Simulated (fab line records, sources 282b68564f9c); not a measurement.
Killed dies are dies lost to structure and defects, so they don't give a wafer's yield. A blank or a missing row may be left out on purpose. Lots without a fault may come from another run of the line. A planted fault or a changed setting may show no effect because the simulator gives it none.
fab line records | flow rit_cmos | part 2 of 2: steps 33 to 33 of 33
record lots=5 wafers=23
route steps=202 shown ACTIVE@2 FOX2@25 NWELL@36 PWELL@40 WELLDRIVE@50 PRETRO@72 GATE@84 M1@202
start_h: hours from the record's first day to the start of the lot's first wafer shown | wait_h: hours since the lot's step before | " the same as in the row above | L1.1+2: a row that stands for several wafers | - no value, or no start given | * or withheld: withheld | < > ~ a bound
route shown NAME@n: a module of which the file shows steps, and the number in the route of the first | usual: mean/standard deviation of fault-free wafers | same: alike in all rows | chamber/n: place in a boat | sites: the reading at each site | _std_site: their standard deviation | _edge_site: outer sites' mean less inner sites' | radius_mm: how far each site lies from the wafer's centre | mask NAME#n: copy n | behind: the tool/chamber that last shaped the wafer | hold: why the lot was held/for how many hours/how that ended | device: the transistor (n, p or np) that didn't switch | end of line: the same wafers' tests at the end of the route | a step without rows: its recipe alone | killed: dies lost to structure and defects at the first sort, not the wafer's yield | map: a wafer's dies, x killed, . not, _ none there
set.NAME: the setting as run; set.NAME@STEP: as run at that earlier step | model.NAME: the simulator's own value behind a step, which no gauge read
lots whose settings were changed on purpose; a table a step, a row a wafer
## steps
# step RIT_M1_PROBE_99
# usual killed_at_contacts=0.1/0.28 killed_at_front_end=5.8/3 killed_dies=5.9/3 killed_open=3.1/1.9 killed_short=2.8/1.8
# same gross_dies=264 killed_at_M0_to_M3=0 killed_at_M4_up=0 killed_at_back_side=0 killed_at_other=0
# columns lot.wafer tool chamber start_h wait_h set.temp_c@ACTIVE_OXIDATION_01 killed_at_contacts killed_at_front_end killed_dies killed_open killed_short model.etest.nldd.width_nm model.etest.nmos_narrow.drive_ua_um model.etest.pldd.width_nm model.etest.pmos_narrow.drive_ua_um model.etest.pplus_sal.width_nm
L075.1 prober-01 - 63.24 0.1 1000 0 6 6 4 2 3160 223.4 3148 102 3445
L075.3 prober-01 - 63.34 0.2 1000 0 5 5 4 1 3172 218.3 3168 98.79 3422
L075.6 prober-01 - 63.49 0.2 1000 0 4 4 4 0 3151 225 3166 100.5 3440
L077.1 prober-01 - 73.00 0.1 1010 0 3 3 3 0 3105 229.8 3102 96.71 3405
L077.2 prober-01 - 73.05 0.1 1010 0 3 3 3 0 3095 221.9 3107 95.23 3405
L077.3 prober-01 - 73.10 0.2 1010 0 1 1 1 0 3121 225 3120 96.05 3405
L077.4 prober-01 - 73.15 0.2 1010 0 4 4 0 4 3118 217.7 3110 94.29 3413
L077.6 prober-01 - 73.25 0.2 1010 0 3 3 2 1 3112 219.9 3109 95.71 3399
L081.1 prober-01 - 93.67 0.1 1026 0 6 6 3 3 3048 188.9 3058 88.16 3376
L081.2 prober-01 - 93.72 0.1 1026 0 9 9 4 5 3030 185.7 3039 84.34 3385
L081.4 prober-01 - 93.82 0.2 1026 0 8 8 4 4 3050 185.7 3044 86.05 3389
L081.5 prober-01 - 93.87 0.2 1026 0 10 10 6 4 3040 188.9 3040 87.57 3381
L081.6 prober-01 - 93.92 0.2 1026 0 8 8 3 5 3036 189.1 3050 87.83 3378
L082.1 prober-02 - 100.11 0.1 974.4 0 3 3 1 2 3254 257.4 3256 116.5 3465
L082.2 prober-02 - 100.16 0.1 974.4 0 5 5 3 2 3255 257.6 3265 116.3 3503
L082.3 prober-02 - 100.21 0.2 974.4 0 11 11 7 4 3258 262 3265 115.3 3478
L082.4 prober-02 - 100.26 0.2 974.4 1 5 6 5 1 3244 258.7 3251 117.2 3506
L082.6 prober-02 - 100.36 0.2 974.4 0 4 4 3 1 3240 251.8 3241 117.4 3486
L085.1 prober-01 - 115.42 0.1 1029 0 7 7 4 3 2996 183.2 2980 86.84 3402
L085.3 prober-01 - 115.52 0.2 1029 1 4 5 2 3 3000 185.9 3020 87.33 3357
L085.4 prober-01 - 115.57 0.2 1029 0 8 8 3 5 3028 190.6 3013 87.98 3381
L085.5 prober-01 - 115.62 0.2 1029 0 10 10 5 5 3013 180 2996 86.25 3347
L085.6 prober-01 - 115.67 0.2 1029 1 5 6 4 2 2990 187.7 3026 90.89 3379
# killed by level:class
L075.1 FOX2:geometric_particle:open=1 FOX2:geometric_particle:short=1 GATE:geometric_particle:open=1 GATE:geometric_particle:short=1 REOX:geometric_particle:open=1 SPACER:geometric_particle:open=1
L075.3 GATE:geometric_particle:open=3 FOX2:geometric_particle:open=1 GATE:geometric_particle:short=1
L075.6 FOX2:geometric_particle:open=2 SILICIDE:geometric_particle:open=2
L077.1 SPACER:geometric_particle:open=2 GATE:geometric_particle:open=1
L077.2 FOX1:geometric_particle:open=2 FOX2:geometric_particle:open=1
L077.3 FOX2:geometric_particle:open=1
L077.4 GATE:geometric_particle:short=2 REOX:geometric_particle:short=1 SPACER:geometric_particle:short=1
L077.6 FOX1:geometric_particle:short=1 FOX1:geometric_particle:open=1 SILICIDE:geometric_particle:open=1
L081.1 FOX1:geometric_particle:open=3 FOX1:geometric_particle:short=1 REOX:geometric_particle:short=1 SILICIDE:geometric_particle:short=1
L081.2 GATE:geometric_particle:short=3 GATE:geometric_particle:open=2 FOX1:geometric_particle:open=1 FOX2:geometric_particle:short=1 REOX:geometric_particle:open=1 REOX:geometric_particle:short=1
L081.4 GATE:geometric_particle:open=3 GATE:geometric_particle:short=3 FOX1:geometric_particle:short=1 SILICIDE:geometric_particle:open=1
L081.5 GATE:geometric_particle:short=3 FOX2:geometric_particle:open=2 GATE:geometric_particle:open=2 REOX:geometric_particle:open=1 SPACER:geometric_particle:open=1 SPACER:geometric_particle:short=1
L081.6 FOX1:geometric_particle:open=2 GATE:geometric_particle:short=2 REOX:geometric_particle:short=2 FOX1:geometric_particle:short=1 FOX2:geometric_particle:open=1
L082.1 FOX1:geometric_particle:short=1 FOX2:geometric_particle:open=1 GATE:geometric_particle:short=1
L082.2 FOX1:geometric_particle:short=1 FOX1:geometric_particle:open=1 GATE:geometric_particle:short=1 SPACER:geometric_particle:open=1 SILICIDE:geometric_particle:open=1
L082.3 SILICIDE:geometric_particle:open=3 FOX1:geometric_particle:short=2 GATE:geometric_particle:open=2 FOX1:geometric_particle:open=1 FOX2:geometric_particle:open=1 GATE:geometric_particle:short=1 SILICIDE:geometric_particle:short=1
L082.4 FOX1:geometric_particle:open=3 FOX2:geometric_particle:short=1 GATE:geometric_particle:open=1 CONTACT:geometric_particle:open=1
L082.6 FOX1:geometric_particle:open=1 FOX1:geometric_particle:short=1 FOX2:geometric_particle:open=1 GATE:geometric_particle:open=1
L085.1 FOX2:geometric_particle:open=2 GATE:geometric_particle:short=2 FOX1:geometric_particle:short=1 FOX1:geometric_particle:open=1 SPACER:geometric_particle:open=1
L085.3 FOX1:geometric_particle:short=1 FOX2:geometric_particle:short=1 REOX:geometric_particle:open=1 SILICIDE:geometric_particle:open=1 CONTACT:geometric_particle:short=1
L085.4 FOX1:geometric_particle:short=2 GATE:geometric_particle:short=2 GATE:geometric_particle:open=2 SILICIDE:geometric_particle:short=1 SILICIDE:geometric_particle:open=1
L085.5 SILICIDE:geometric_particle:open=3 REOX:geometric_particle:short=2 SILICIDE:geometric_particle:short=2 FOX1:geometric_particle:open=1 GATE:geometric_particle:open=1 GATE:geometric_particle:short=1
L085.6 FOX1:geometric_particle:open=1 GATE:geometric_particle:open=1 GATE:geometric_particle:short=1 REOX:geometric_particle:open=1 SPACER:geometric_particle:short=1 CONTACT:geometric_particle:open=1
## key
split step=RIT_ACTIVE_OXIDATION_01 setting=temp_c stated=1000 by=lot
response step=RIT_ACTIVE_OXIDATION_01 reading=model.SiO2_of_ACTIVE_OXIDATION_01.thk_nm change=+4.32 per=1% r=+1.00
response step=RIT_ACTIVE_THK_MEAS_02 reading=ACTIVE_OXIDE_THK change=+4.32 per=1% r=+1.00
response step=RIT_FOX2_WET_ETCH_03 reading=model.SiO2_of_ACTIVE_OXIDATION_01.thk_nm change=+3.89 per=1% r=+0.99
response step=RIT_M1_PROBE_99 reading=model.etest.pldd.width_nm change=-43.6 per=1% r=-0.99
response step=RIT_M1_PROBE_99 reading=model.etest.nldd.width_nm change=-43.4 per=1% r=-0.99
response step=RIT_M1_PROBE_99 reading=model.etest.pplus_sal.width_nm change=-20.9 per=1% r=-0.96
response step=RIT_M1_PROBE_99 reading=model.etest.nmos_narrow.drive_ua_um change=-13.2 per=1% r=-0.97
response step=RIT_M1_PROBE_99 reading=model.etest.pmos_narrow.drive_ua_um change=-5.44 per=1% r=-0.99
split step=RIT_ACTIVE_EXPOSE_08 setting=dose_mj stated=225 by=wafer
response step=RIT_ACTIVE_CD_MEAS_11 reading=cd_nm change=-2.92 per=1% r=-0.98
response step=RIT_ACTIVE_ETCH_13 reading=model.ACTIVE.cd_nm change=-2.86 per=1% r=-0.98
response step=RIT_ACTIVE_CD_MEAS_90 reading=cd_nm change=-2.96 per=1% r=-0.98
split step=RIT_NWELL_IMPLANT_08 setting=dose_cm2 stated=5e+13 by=wafer
response step=RIT_NWELL_TW_MEAS_10 reading=NWELL_TW change=+6.93 per=1% r=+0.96
response step=RIT_WELLDRIVE_RS_MEAS_01 reading=NWELL_RS change=-1.57 per=1% r=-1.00
split step=RIT_PWELL_COAT_01 setting=resist_thk_nm stated=1300 by=wafer
response step=RIT_PWELL_COAT_01 reading=model.NOVOLAK_of_PWELL_COAT_01.thk_nm change=+13.1 per=1% r=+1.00
response step=RIT_PWELL_HARDBAKE_07 reading=model.NOVOLAK_of_PWELL_COAT_01.thk_nm change=+11.3 per=1% r=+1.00
split step=RIT_PRETRO_IMPLANT_08 setting=dose_cm2 stated=1.2e+13 by=wafer
response step=RIT_PRETRO_TW_MEAS_10 reading=PRETRO_TW change=+1.42 per=1% r=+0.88
split step=RIT_GATE_CVD_08 setting=pressure_mtorr stated=300 by=lot
response step=RIT_GATE_CVD_08 reading=model.poly-Si_of_GATE_CVD_08.thk_nm change=+1.31 per=1% r=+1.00
response step=RIT_GATE_THK_MEAS_09 reading=GATE_POLY_THK change=+1.32 per=1% r=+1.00
response step=RIT_GATE_ETCH_19 reading=model.GATE.feature_depth_nm change=+1.31 per=1% r=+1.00
response step=RIT_GATE_ETCH_19 reading=model.etch.depth_nm change=+1.31 per=1% r=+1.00
split step=RIT_GATE_ETCH_19 setting=over_etch_frac stated=0.25 by=wafer
response none clear
